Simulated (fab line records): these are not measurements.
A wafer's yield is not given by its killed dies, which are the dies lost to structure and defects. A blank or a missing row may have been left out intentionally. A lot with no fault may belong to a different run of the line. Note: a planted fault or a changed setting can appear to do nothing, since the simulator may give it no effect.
fab line records -- flow berkeley_cmos170
record lots=15, wafers=45, last_day=12
route steps=331 shown START@4 NWELL@26 NSD@190
lots with no fault: from the same line, run without faults
start_h: the number of hours between the record's first day and the start of the first shown wafer of the lot -- wait_h: time in hours since the lot's previous step -- " same as the row above -- L1.1+2: several wafers, shown together as one row -- - value missing, or start not given -- * or withheld: withheld -- < > ~ a bound
route shown NAME@n: a module of which the file shows steps, and the number in the route of the first -- usual: mean/standard deviation of fault-free wafers -- same: alike in all rows -- chamber/n: place in a boat -- sites: each site's reading -- _std_site: standard deviation across them -- _edge_site: the outer-site mean with the inner-site mean subtracted -- radius_mm: how far each site lies from the wafer's centre -- mask NAME#n: copy n -- behind: the tool/chamber that last shaped the wafer -- hold: the reason the lot was held/the length of the hold in hours/how it ended -- device: whichever transistor did not switch (one of n, p or np) -- end of line: tests run on the same wafers once the route is complete -- where a step has no rows: the recipe by itself -- killed: dies lost to structure and defects at the first sort, not the wafer's yield -- map: the dies of a wafer, with x for killed, . for not killed, _ for no die there
set.NAME: setting as actually run; set.NAME@STEP: the setting as run at that earlier step -- model.NAME: the simulator's own value behind a step, which no gauge read
route steps across a sampled set of lots; one table per step, one row per wafer
services: the hour from which a tool's chamber was out of use, counted from the record's first day as start_h (under 0 if before that day), plus the number of hours and why
## steps
# step UCB170_START_THK_MEAS_03
# recipe reads=SiO2_of_START_OXIDATION_02
# usual START_OXIDE_THK=20.1/0.38
lot.wafer,tool,chamber,start_h,wait_h,START_OXIDE_THK[nm]
L403.2,film_metro-04,-,12.78,0.0,20.6
L403.3,film_metro-04,-,12.78,0.0,20.4
L403.6,film_metro-04,-,12.78,0.0,20.3
L404.1,film_metro-04,-,18.62,0.0,20.0
L404.2,film_metro-04,-,18.62,0.0,19.8
L404.4,film_metro-04,-,18.62,0.0,20.2
L406.4,film_metro-01,-,28.60,0.0,19.9
L406.5,film_metro-01,-,28.60,0.0,19.8
L406.6,film_metro-01,-,28.60,0.0,19.6
L409.1,film_metro-01,-,42.34,0.0,19.9
L409.3,film_metro-01,-,42.34,0.0,20.0
L409.4,film_metro-01,-,42.34,0.0,19.6
L410.1,film_metro-02,-,53.29,0.0,20.0
L410.2,film_metro-02,-,53.29,0.0,19.7
L410.6,film_metro-02,-,53.29,0.0,19.8
L411.1,film_metro-01,-,53.29,0.0,19.7
L411.5,film_metro-01,-,53.29,0.0,19.7
L411.6,film_metro-01,-,53.29,0.0,19.6
L412.1,film_metro-02,-,57.10,0.0,20.4
L412.2,film_metro-02,-,57.10,0.0,20.2
L412.6,film_metro-02,-,57.10,0.0,20.3
L414.2,film_metro-02,-,69.60,0.0,19.9
L414.4,film_metro-02,-,69.60,0.0,19.9
L414.6,film_metro-02,-,69.60,0.0,19.9
L417.2,film_metro-01,-,84.13,0.0,19.7
L417.3,film_metro-01,-,84.13,0.0,19.7
L417.6,film_metro-01,-,84.13,0.0,20.0
L418.2,film_metro-02,-,87.30,0.0,20.3
L418.4,film_metro-02,-,87.30,0.0,20.2
L418.6,film_metro-02,-,87.30,0.0,20.5
L420.2,film_metro-04,-,99.01,0.0,20.4
L420.5,film_metro-04,-,99.01,0.0,20.1
L420.6,film_metro-04,-,99.01,0.0,20.4
L421.2,film_metro-01,-,105.07,0.0,20.2
L421.4,film_metro-01,-,105.07,0.0,20.1
L421.6,film_metro-01,-,105.07,0.0,19.7
L422.1,film_metro-01,-,108.62,0.0,19.6
L422.2,film_metro-01,-,108.62,0.0,19.5
L422.5,film_metro-01,-,108.62,0.0,19.5
L424.1,film_metro-04,-,120.09,0.0,19.8
L424.3,film_metro-04,-,120.09,0.0,20.0
L424.5,film_metro-04,-,120.09,0.0,20.0
L425.1,film_metro-01,-,124.44,0.0,19.9
L425.2,film_metro-01,-,124.44,0.0,20.2
L425.6,film_metro-01,-,124.44,0.0,20.3
# step UCB170_NWELL_OVL_MEAS_12
# usual NWELL_OVL=6/4.8
lot.wafer,tool,chamber,start_h,wait_h,NWELL_OVL[nm]
L403.2,overlay-01,-,28.98,-,7
L403.3,overlay-01,-,28.98,-,7
L403.6,overlay-01,-,28.98,-,10
L404.1,overlay-01,-,32.96,-,1
L404.2,overlay-01,-,32.96,-,3
L404.4,overlay-01,-,32.96,-,-4
L406.4,overlay-02,-,41.48,-,9
L406.5,overlay-02,-,41.48,-,13
L406.6,overlay-02,-,41.48,-,8
L409.1,overlay-02,-,59.68,-,14
L409.3,overlay-02,-,59.68,-,9
L409.4,overlay-02,-,59.68,-,6
L410.1,overlay-02,-,68.23,-,7
L410.2,overlay-02,-,68.23,-,8
L410.6,overlay-02,-,68.23,-,4
L411.1,overlay-01,-,68.37,-,5
L411.5,overlay-01,-,68.37,-,10
L411.6,overlay-01,-,68.37,-,16
L412.1,overlay-02,-,76.73,-,12
L412.2,overlay-02,-,76.73,-,13
L412.6,overlay-02,-,76.73,-,9
L414.2,overlay-01,-,89.40,-,5
L414.4,overlay-01,-,89.40,-,5
L414.6,overlay-01,-,89.40,-,6
L417.2,overlay-02,-,97.08,-,4
L417.3,overlay-02,-,97.08,-,14
L417.6,overlay-02,-,97.08,-,3
L418.2,overlay-02,-,100.43,-,6
L418.4,overlay-02,-,100.43,-,-4
L418.6,overlay-02,-,100.43,-,1
L420.2,overlay-01,-,115.84,-,6
L420.5,overlay-01,-,115.84,-,9
L420.6,overlay-01,-,115.84,-,8
L421.2,overlay-02,-,123.44,-,11
L421.4,overlay-02,-,123.44,-,12
L421.6,overlay-02,-,123.44,-,12
L422.1,overlay-01,-,125.92,-,9
L422.2,overlay-01,-,125.92,-,4
L422.5,overlay-01,-,125.92,-,2
L424.1,overlay-01,-,137.65,-,0
L424.3,overlay-01,-,137.65,-,0
L424.5,overlay-01,-,137.65,-,4
L425.1,overlay-01,-,143.80,-,5
L425.2,overlay-01,-,143.80,-,3
L425.6,overlay-01,-,143.80,-,10
# step UCB170_NSD_EXPOSE_03
# recipe mask_id=NSELECT_MOD, na=0.5, sigma_outer=0.6, source_shape=conventional, target_cd_nm=1200, dose_mj=30.5
# usual exposure_dose_mJ_cm2=30.00/0.033, focus_offset_nm=0.1/0.53
lot.wafer,tool,chamber,start_h,wait_h,mask,exposure_dose_mJ_cm2,focus_offset_nm
L403.2,krf_scanner-02,0,115.88,0.3,NSELECT_MOD#0,29.96,-0.5
L403.3,krf_scanner-02,0,115.88,0.3,NSELECT_MOD#0,29.96,-0.3
L403.6,krf_scanner-02,0,115.88,0.3,NSELECT_MOD#0,30.00,0.3
L404.1,krf_scanner-01,0,140.77,0.2,NSELECT_MOD#0,29.98,-0.2
L404.2,krf_scanner-01,0,140.77,0.2,NSELECT_MOD#0,30.03,-0.1
L404.4,krf_scanner-01,0,140.77,0.2,NSELECT_MOD#0,29.95,0.5
L406.4,krf_scanner-02,0,149.90,0.2,NSELECT_MOD#0,29.96,-0.3
L406.5,krf_scanner-02,0,149.90,0.2,NSELECT_MOD#0,30.01,0.0
L406.6,krf_scanner-02,0,149.90,0.2,NSELECT_MOD#0,30.02,0.1
L409.1,krf_scanner-02,0,166.17,0.2,NSELECT_MOD#0,30.00,-0.1
L409.3,krf_scanner-02,0,166.17,0.2,NSELECT_MOD#0,30.02,0.0
L409.4,krf_scanner-02,0,166.17,0.2,NSELECT_MOD#0,30.01,0.0
L411.1,krf_scanner-02,-,177.42,0.1,NSELECT_MOD#0,-,-
L411.5,krf_scanner-02,-,177.42,0.1,NSELECT_MOD#0,-,-
L411.6,krf_scanner-02,-,177.42,0.1,NSELECT_MOD#0,-,-
L410.1,krf_scanner-02,-,177.57,0.1,NSELECT_MOD#0,-,-
L410.2,krf_scanner-02,-,177.57,0.1,NSELECT_MOD#0,-,-
L410.6,krf_scanner-02,-,177.57,0.1,NSELECT_MOD#0,-,-
L412.1,krf_scanner-01,-,181.39,0.2,NSELECT_MOD#0,-,-
L412.2,krf_scanner-01,-,181.39,0.2,NSELECT_MOD#0,-,-
L412.6,krf_scanner-01,-,181.39,0.2,NSELECT_MOD#0,-,-
L414.2,krf_scanner-01,0,201.48,0.2,NSELECT_MOD#0,29.98,0.0
L414.4,krf_scanner-01,0,201.48,0.2,NSELECT_MOD#0,30.01,-0.7
L414.6,krf_scanner-01,0,201.48,0.2,NSELECT_MOD#0,30.00,-0.9
L417.2,krf_scanner-02,0,201.72,0.4,NSELECT_MOD#0,29.95,-0.3
L417.3,krf_scanner-02,0,201.72,0.4,NSELECT_MOD#0,29.93,0.0
L417.6,krf_scanner-02,0,201.72,0.4,NSELECT_MOD#0,29.95,-0.1
L418.2,krf_scanner-02,0,207.33,0.1,NSELECT_MOD#0,29.98,-1.2
L418.4,krf_scanner-02,0,207.33,0.1,NSELECT_MOD#0,29.97,0.2
L418.6,krf_scanner-02,0,207.33,0.1,NSELECT_MOD#0,30.02,-0.5
L420.2,krf_scanner-01,0,225.98,0.1,NSELECT_MOD#0,29.99,-1.4
L420.5,krf_scanner-01,0,225.98,0.1,NSELECT_MOD#0,30.01,-0.6
L420.6,krf_scanner-01,0,225.98,0.1,NSELECT_MOD#0,30.02,0.1
L421.2,krf_scanner-01,0,235.03,0.1,NSELECT_MOD#0,29.94,0.5
L421.4,krf_scanner-01,0,235.03,0.1,NSELECT_MOD#0,30.00,0.4
L421.6,krf_scanner-01,0,235.03,0.1,NSELECT_MOD#0,29.99,-0.1
L422.1,krf_scanner-01,0,235.68,0.1,NSELECT_MOD#0,29.95,0.5
L422.2,krf_scanner-01,0,235.68,0.1,NSELECT_MOD#0,30.00,0.4
L422.5,krf_scanner-01,0,235.68,0.1,NSELECT_MOD#0,29.99,0.1
L424.1,krf_scanner-02,0,250.17,0.2,NSELECT_MOD#0,29.99,-0.3
L424.3,krf_scanner-02,0,250.17,0.2,NSELECT_MOD#0,30.05,-0.3
L424.5,krf_scanner-02,0,250.17,0.2,NSELECT_MOD#0,30.02,0.5
L425.1,krf_scanner-02,0,250.53,0.1,NSELECT_MOD#0,29.92,0.2
L425.2,krf_scanner-02,0,250.53,0.1,NSELECT_MOD#0,29.92,0.4
L425.6,krf_scanner-02,0,250.53,0.1,NSELECT_MOD#0,29.95,0.5
# step UCB170_NSD_CD_MEAS_06
# recipe target_cd_nm=1200
# usual cd_nm=1199.8/1.2
lot.wafer,tool,chamber,start_h,wait_h,cd_nm
L403.2,cd_sem-01,-,116.41,-,1201.0
L403.3,cd_sem-01,-,116.41,-,1199.2
L403.6,cd_sem-01,-,116.41,-,1199.6
L404.1,cd_sem-01,-,141.19,-,1199.2
L404.2,cd_sem-01,-,141.19,-,1198.7
L404.4,cd_sem-01,-,141.19,-,1197.3
L406.4,cd_sem-01,-,150.29,-,1199.4
L406.5,cd_sem-01,-,150.29,-,1198.5
L406.6,cd_sem-01,-,150.29,-,1198.3
L409.1,cd_sem-01,-,166.97,-,1202.2
L409.3,cd_sem-01,-,166.97,-,1201.7
L409.4,cd_sem-01,-,166.97,-,1203.1
L411.1,cd_sem-01,-,177.81,-,-
L411.5,cd_sem-01,-,177.81,-,-
L411.6,cd_sem-01,-,177.81,-,-
L410.1,cd_sem-02,-,177.96,-,-
L410.2,cd_sem-02,-,177.96,-,-
L410.6,cd_sem-02,-,177.96,-,-
L412.1,cd_sem-01,-,181.78,-,-
L412.2,cd_sem-01,-,181.78,-,-
L412.6,cd_sem-01,-,181.78,-,-
L414.2,cd_sem-01,-,201.87,-,1199.1
L414.4,cd_sem-01,-,201.87,-,1199.9
L414.6,cd_sem-01,-,201.87,-,1199.3
L417.2,cd_sem-02,-,202.15,-,1200.2
L417.3,cd_sem-02,-,202.15,-,1199.5
L417.6,cd_sem-02,-,202.15,-,1200.0
L418.2,cd_sem-01,-,207.72,-,1201.9
L418.4,cd_sem-01,-,207.72,-,1201.8
L418.6,cd_sem-01,-,207.72,-,1201.3
L420.2,cd_sem-01,-,226.37,-,1200.2
L420.5,cd_sem-01,-,226.37,-,1201.4
L420.6,cd_sem-01,-,226.37,-,1199.9
L421.2,cd_sem-02,-,235.75,-,1199.7
L421.4,cd_sem-02,-,235.75,-,1199.3
L421.6,cd_sem-02,-,235.75,-,1199.1
L422.1,cd_sem-02,-,236.65,-,1201.4
L422.2,cd_sem-02,-,236.65,-,1201.2
L422.5,cd_sem-02,-,236.65,-,1199.9
L424.1,cd_sem-02,-,250.78,-,1201.8
L424.3,cd_sem-02,-,250.78,-,1200.0
L424.5,cd_sem-02,-,250.78,-,1200.7
L425.1,cd_sem-02,-,251.14,-,1199.8
L425.2,cd_sem-02,-,251.14,-,1199.3
L425.6,cd_sem-02,-,251.14,-,1200.5
## services
tool,chamber,start_h,hours,kind
krf_scanner-01,-,125.14,0.8,pm
krf_scanner-02,-,131.95,1.1,repair
krf_scanner-02,-,150.69,0.5,repair
krf_scanner-02,-,155.00,1.0,pm
krf_scanner-02,-,179.17,1.3,pm
krf_scanner-01,0,186.80,-,calibration
krf_scanner-01,-,219.13,1.0,pm
krf_scanner-02,-,221.88,4.4,pm
krf_scanner-02,0,225.27,-,calibration
krf_scanner-02,-,231.69,7.2,repair
krf_scanner-01,-,249.56,1.3,pm
## key
first_sign step=UCB170_NSD_EXPOSE_03, reading=tool_record, direction=missing
effect none on later readings
met_at UCB170_NSD_EXPOSE_03
struck_lots L410,L411,L412
sort_left_out L410.1,L410.2,L410.6,L411.1,L411.5,L411.6,L412.1,L412.2,L412.6
tester_left_out L410,L411,L412
not_acting_at UCB170_START_THK_MEAS_03,UCB170_NWELL_OVL_MEAS_12,UCB170_NSD_CD_MEAS_06
onset_between 166.17 177.42
fault kind=skipped_step_whole, tool=krf_scanner-01,krf_scanner-02, chamber=-, onset_h=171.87, steps=UCB170_NSD_EXPOSE_03, scope=struck_lots_only
# tester_left_out: of these lots the tester's yield and bins aren't shown, on N5 and GAA mostly nor the transistor test; their killed dies are dies lost to structure and defects alone, not to doping, threshold or leakage, so they don't give the yield
# sort_left_out: the simulated sort isn't trusted on such a fault, so these wafers' sort isn't shown, and their yield isn't known
